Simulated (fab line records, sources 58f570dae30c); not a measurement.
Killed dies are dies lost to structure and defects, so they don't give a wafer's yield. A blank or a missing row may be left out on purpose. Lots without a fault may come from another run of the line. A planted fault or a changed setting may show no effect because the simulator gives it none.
Which tool did it? | flow berkeley_cmos170 | 14 lots, 42 wafers sampled, at 4 steps of a route of 331

WHAT THE GAUGES READ, wafer by wafer
UCB170_ACTIVE_THK_MEAS_06. Usual: ACTIVE_NITRIDE_THK 220.6 nm, standard deviation 2.1.
lot  | measured     | on            | ACTIVE_NITRIDE_THK (nm) | flag
L591 | day 5 03:52  | film_metro-04 | 217.6 219.0 219.8       |
L593 | day 5 14:35  | film_metro-01 | 224.6 222.5 221.3       |
L592 | day 5 14:39  | film_metro-02 | 223.4 221.0 222.0       |
L595 | day 5 14:39  | film_metro-01 | 218.1 219.5 218.9       |
L594 | day 5 14:40  | film_metro-04 | 223.9 222.5 222.9       |
L597 | day 6 04:51  | film_metro-01 | 224.4 225.3 223.7       |
L598 | day 6 04:55  | film_metro-02 | 220.1 220.4 220.4       |
L599 | day 6 19:03  | film_metro-01 | 222.1 221.1 219.5       |
L600 | day 6 19:04  | film_metro-02 | 218.4 221.4 218.7       |
L601 | day 7 09:02  | film_metro-01 | 221.6 223.0 221.5       |
L604 | day 7 19:50  | film_metro-04 | 222.4 221.6 221.3       |
L609 | day 8 22:51  | film_metro-01 | 222.0 221.0 222.2       |
L611 | day 9 09:07  | film_metro-04 | 220.2 218.4 219.7       |
L614 | day 10 06:59 | film_metro-04 | 219.7 220.7 220.4       |

UCB170_NVT_OVL_MEAS_06. Usual: NVT_OVL -2 nm, standard deviation 7.1.
lot  | measured     | on         | NVT_OVL (nm) | flag
L591 | day 6 19:22  | overlay-01 | -5 -9 -3     |
L593 | day 7 11:31  | overlay-01 | 2 8 -3       |
L592 | day 7 11:14  | overlay-01 | -7 -11 -18   |
L595 | day 7 11:35  | overlay-02 | 5 9 2        |
L594 | day 7 11:47  | overlay-01 | -6 -2 2      |
L597 | day 8 00:12  | overlay-02 | -11 -12 -8   |
L598 | day 8 00:11  | overlay-01 | -17 -15 -14  |
L599 | day 8 13:35  | overlay-02 | 2 -2 -5      |
L600 | day 8 13:29  | overlay-01 | 1 3 0        |
L601 | day 9 03:55  | overlay-02 | -1 0 1       |
L604 | day 9 19:16  | overlay-01 | 7 8 4        |
L609 | day 10 20:03 | overlay-02 | 3 -1 6       |
L611 | day 11 02:23 | overlay-02 | -4 -2 -2     |
L614 | day 11 19:08 | overlay-02 | 5 2 6        |

UCB170_PLDD_OVL_MEAS_07. Usual: PLDD_OVL 1 nm, standard deviation 6.4.
lot  | measured     | on         | PLDD_OVL (nm) | flag
L591 | day 7 17:26  | overlay-02 | 3 3 -1        |
L593 | day 8 07:04  | overlay-01 | 3 0 9         |
L592 | day 8 06:56  | overlay-02 | 0 -6 -4       |
L595 | day 8 07:13  | overlay-02 | 10 -2 10      |
L594 | day 8 07:29  | overlay-02 | 3 7 10        |
L597 | day 9 01:03  | overlay-01 | -3 -1 1       |
L598 | day 8 23:46  | overlay-01 | 8 7 4         |
L599 | day 9 15:46  | overlay-02 | 2 0 3         |
L600 | day 9 16:19  | overlay-02 | 7 11 14       |
L601 | day 9 23:58  | overlay-01 | -5 1 5        |
L604 | day 10 15:31 | overlay-02 | -1 -1 -4      |
L609 | day 11 20:37 | overlay-01 | -1 6 1        |
L611 | day 12 00:56 | overlay-01 | -6 10 1       |
L614 | day 12 18:48 | overlay-02 | -3 -5 -2      |

WHICH TOOL RAN EACH LOT (tool, then ch and the chambers of the sampled wafers, then the start)
lot  | UCB170_NVT_IMPLANT_07
L591 | implanter-01 ch 0, day 6 19:25
L593 | implanter-01 ch 0, day 7 11:35
L592 | implanter-04 ch 0, day 7 11:17
L595 | implanter-02 ch 0, day 7 11:38
L594 | implanter-04 ch 0, day 7 11:50
L597 | implanter-04 ch 0, day 8 00:14
L598 | implanter-02 ch 0, day 8 00:14
L599 | implanter-02 ch 0, day 8 13:37
L600 | implanter-04 ch 0, day 8 13:34
L601 | implanter-02 ch 0, day 9 03:57
L604 | implanter-04 ch 0, day 9 19:17
L609 | implanter-04 ch 0, day 10 20:09
L611 | implanter-02 ch 0, day 11 02:25
L614 | implanter-02 ch 0, day 11 19:10
- UCB170_NVT_IMPLANT_07

WHAT THE TOOLS THEMSELVES READ (means of the sampled wafers that have a number; where no wafer has one, the mark that the record gives instead)
UCB170_NVT_IMPLANT_07. Usual: dose_ions_cm2 3e+12, standard deviation 3.3e+09.
lot  | tool         | dose_ions_cm2 | flag
L591 | implanter-01 | 3e+12         |
L593 | implanter-01 | 3e+12         |
L592 | implanter-04 | 3e+12         |
L595 | implanter-02 | 3e+12         |
L594 | implanter-04 | 3e+12         |
L597 | implanter-04 | 3e+12         |
L598 | implanter-02 | 3e+12         |
L599 | implanter-02 | 3e+12         |
L600 | implanter-04 | 3e+12         |
L601 | implanter-02 | 3e+12         |
L604 | implanter-04 | 3e+12         |
L609 | implanter-04 | 3e+12         |
L611 | implanter-02 | 3e+12         |
L614 | implanter-02 | 3e+12         |

THE ANSWER, worked out from the rows above alone
Rule: a lot is off if the mean of its wafers that have a number lies more than 3 standard deviations from the usual mean. A lot without any number at a reading at which 4 lots or more have one is off too. The other lots that the step has rows for count as sound. The gauges are gone through in route order, then the tools' own readings, and for those a lot's mean is taken as printed above. The first step at which some lot is off is used, and at that step the reading that is off furthest; a lot without a number counts as furthest.
No lot is off at any reading shown: from this, nothing can be told.

WHAT THE SIMULATOR HAD PUT IN
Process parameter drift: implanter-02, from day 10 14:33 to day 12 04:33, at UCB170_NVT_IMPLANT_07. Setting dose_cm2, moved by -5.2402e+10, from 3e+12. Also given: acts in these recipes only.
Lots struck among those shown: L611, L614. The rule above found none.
